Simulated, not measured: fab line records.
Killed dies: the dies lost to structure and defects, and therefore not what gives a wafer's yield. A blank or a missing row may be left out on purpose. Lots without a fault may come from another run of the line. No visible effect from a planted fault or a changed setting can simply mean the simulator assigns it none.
Lot-split experiment :: flow berkeley_cmos170 :: route with 331 steps; 5 lots, 23 wafers read

== THE SPLIT ==
At UCB170_M3_EXPOSE_12 (exposes mask METAL3, target cd 700 nm), the setting dose_mj was moved away from the recipe's 26 on 9 of the 23 wafers read, by -5.4% to +5.5%. All remaining wafers had this setting at the recipe value.

== FROM THE SPLIT TO THE READING: what the file shows between them, 6 steps ==
- UCB170_M3_PEB_13
- UCB170_M3_DEVELOP_14: develop time 45 s
- UCB170_M3_CD_MEAS_15: target cd 700 nm
- UCB170_M3_ETCH_17: etches BARC in N2/H2
- UCB170_M3_METAL_ETCH_18: etches Al in Cl2/BCl3, stops on SiO2, target depth 1170 nm, time 195 s
- UCB170_M3_STRIP_19: strips in O2

== THE READING ==
cd_nm, in nm, at UCB170_M3_CD_MEAS_90 (target cd 700 nm). Typical for fault-free wafers on this fab line: 702 nm, with standard deviation 4.7 nm.

wafer: L074.1
tool, chamber at the split: krf_scanner-02, 0
dose_mj as run: 26
against the recipe: recipe
cd_nm, nm: 699
against lot-mates on the recipe: -

wafer: L074.2
tool, chamber at the split: krf_scanner-02, 0
dose_mj as run: 26
against the recipe: recipe
cd_nm, nm: 699
against lot-mates on the recipe: -

wafer: L074.3
tool, chamber at the split: krf_scanner-02, 0
dose_mj as run: 27.43
against the recipe: +5.5%
cd_nm, nm: 692
against lot-mates on the recipe: -9

wafer: L074.4
tool, chamber at the split: krf_scanner-02, 0
dose_mj as run: 26
against the recipe: recipe
cd_nm, nm: 704
against lot-mates on the recipe: -

wafer: L074.6
tool, chamber at the split: krf_scanner-02, 0
dose_mj as run: 27.43
against the recipe: +5.5%
cd_nm, nm: 690
against lot-mates on the recipe: -11

wafer: L077.1
tool, chamber at the split: krf_scanner-02, 0
dose_mj as run: 26.78
against the recipe: +3.0%
cd_nm, nm: 697
against lot-mates on the recipe: -3

wafer: L077.2
tool, chamber at the split: krf_scanner-02, 0
dose_mj as run: 26
against the recipe: recipe
cd_nm, nm: 700
against lot-mates on the recipe: -

wafer: L077.3
tool, chamber at the split: krf_scanner-02, 0
dose_mj as run: 26.78
against the recipe: +3.0%
cd_nm, nm: 693
against lot-mates on the recipe: -7

wafer: L077.5
tool, chamber at the split: krf_scanner-02, 0
dose_mj as run: 26
against the recipe: recipe
cd_nm, nm: 700
against lot-mates on the recipe: -

wafer: L077.6
tool, chamber at the split: krf_scanner-02, 0
dose_mj as run: 26.78
against the recipe: +3.0%
cd_nm, nm: 695
against lot-mates on the recipe: -5

wafer: L083.1
tool, chamber at the split: krf_scanner-01, 0
dose_mj as run: 24.59
against the recipe: -5.4%
cd_nm, nm: 708
against lot-mates on the recipe: +12

wafer: L083.3
tool, chamber at the split: krf_scanner-01, 0
dose_mj as run: 26
against the recipe: recipe
cd_nm, nm: 699
against lot-mates on the recipe: -

wafer: L083.4
tool, chamber at the split: krf_scanner-01, 0
dose_mj as run: 26
against the recipe: recipe
cd_nm, nm: 694
against lot-mates on the recipe: -

wafer: L083.5
tool, chamber at the split: krf_scanner-01, 0
dose_mj as run: 24.59
against the recipe: -5.4%
cd_nm, nm: 709
against lot-mates on the recipe: +13

wafer: L083.6
tool, chamber at the split: krf_scanner-01, 0
dose_mj as run: 26
against the recipe: recipe
cd_nm, nm: 695
against lot-mates on the recipe: -

wafer: L085.1
tool, chamber at the split: krf_scanner-01, 0
dose_mj as run: 26.96
against the recipe: +3.7%
cd_nm, nm: 701
against lot-mates on the recipe: -8

wafer: L085.2
tool, chamber at the split: krf_scanner-01, 0
dose_mj as run: 26
against the recipe: recipe
cd_nm, nm: 708
against lot-mates on the recipe: -

wafer: L085.3
tool, chamber at the split: krf_scanner-01, 0
dose_mj as run: 26
against the recipe: recipe
cd_nm, nm: 708
against lot-mates on the recipe: -

wafer: L085.4
tool, chamber at the split: krf_scanner-01, 0
dose_mj as run: 26.96
against the recipe: +3.7%
cd_nm, nm: 701
against lot-mates on the recipe: -8

wafer: L085.5
tool, chamber at the split: krf_scanner-01, 0
dose_mj as run: 26
against the recipe: recipe
cd_nm, nm: 711
against lot-mates on the recipe: -

wafer: L080.1
tool, chamber at the split: krf_scanner-02, 0
dose_mj as run: 26
against the recipe: recipe
cd_nm, nm: 704
against lot-mates on the recipe: -

wafer: L080.3
tool, chamber at the split: krf_scanner-02, 0
dose_mj as run: 26
against the recipe: recipe
cd_nm, nm: 703
against lot-mates on the recipe: -

wafer: L080.4
tool, chamber at the split: krf_scanner-02, 0
dose_mj as run: 26
against the recipe: recipe
cd_nm, nm: 696
against lot-mates on the recipe: -

FIT RESULTS
A straight line over all 23 wafers: cd_nm changes by -1.44 nm for each +1% of dose_mj; r = -0.66; the points scatter about the line by 4.5 nm.
The same after taking each lot's own level away (the mean of its wafers on the recipe; 23 wafers): -2.03 nm for each +1%; r = -0.94; scatter 2.1 nm.
Per that fit: largest dose_mj move, reading shift of 11 nm.
Across the lots, their own levels run from 696.0 to 709.0 nm, a range of 2.8 times the standard deviation given above.
So the lot-to-lot level blurs the effect unless lot-mates are compared.
Check: with one of the wafers moved furthest among these (+5.5%) left out of the fit, the line predicts -11.3 nm for it against its lot-mates. Against them it came out at -8.67 nm.

== ADDITIONAL SPLITS CARRIED BY THESE WAFERS ==
Other splits were also applied to these wafers ahead of the reading. Each is held against what the fit with the lots' levels taken away leaves over:
other split on the same wafers: UCB170_M3_SPUTTER_01 time_s
wafers away from the commonest value: 8
r with cd_nm (lot level and that fit taken away): -0.10

== THE WHOLE CHAIN: every reading that the file lists as answering this split, in the file's order ==
step: UCB170_M3_CD_MEAS_15
what it does: target cd 700 nm
reading: cd_nm
change (the file's fit): -1.76 nm for each +1% of the setting
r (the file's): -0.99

step: UCB170_M3_ETCH_17
what it does: etches BARC in N2/H2
reading: M3.cd_nm (the simulator's own value, which no gauge read)
change (the file's fit): -1.8 nm for each +1% of the setting
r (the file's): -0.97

step: UCB170_M3_METAL_ETCH_18
what it does: etches Al in Cl2/BCl3, stops on SiO2, target depth 1170 nm, time 195 s
reading: M3.cd_nm (the simulator's own value, which no gauge read)
change (the file's fit): -2.04 nm for each +1% of the setting
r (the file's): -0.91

step: UCB170_M3_CD_MEAS_90
what it does: target cd 700 nm
reading: cd_nm
change (the file's fit): -2.02 nm for each +1% of the setting
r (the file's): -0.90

== FILE'S OWN FIT ==
cd_nm changes by -2.02 nm for each +1% of dose_mj, r = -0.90.
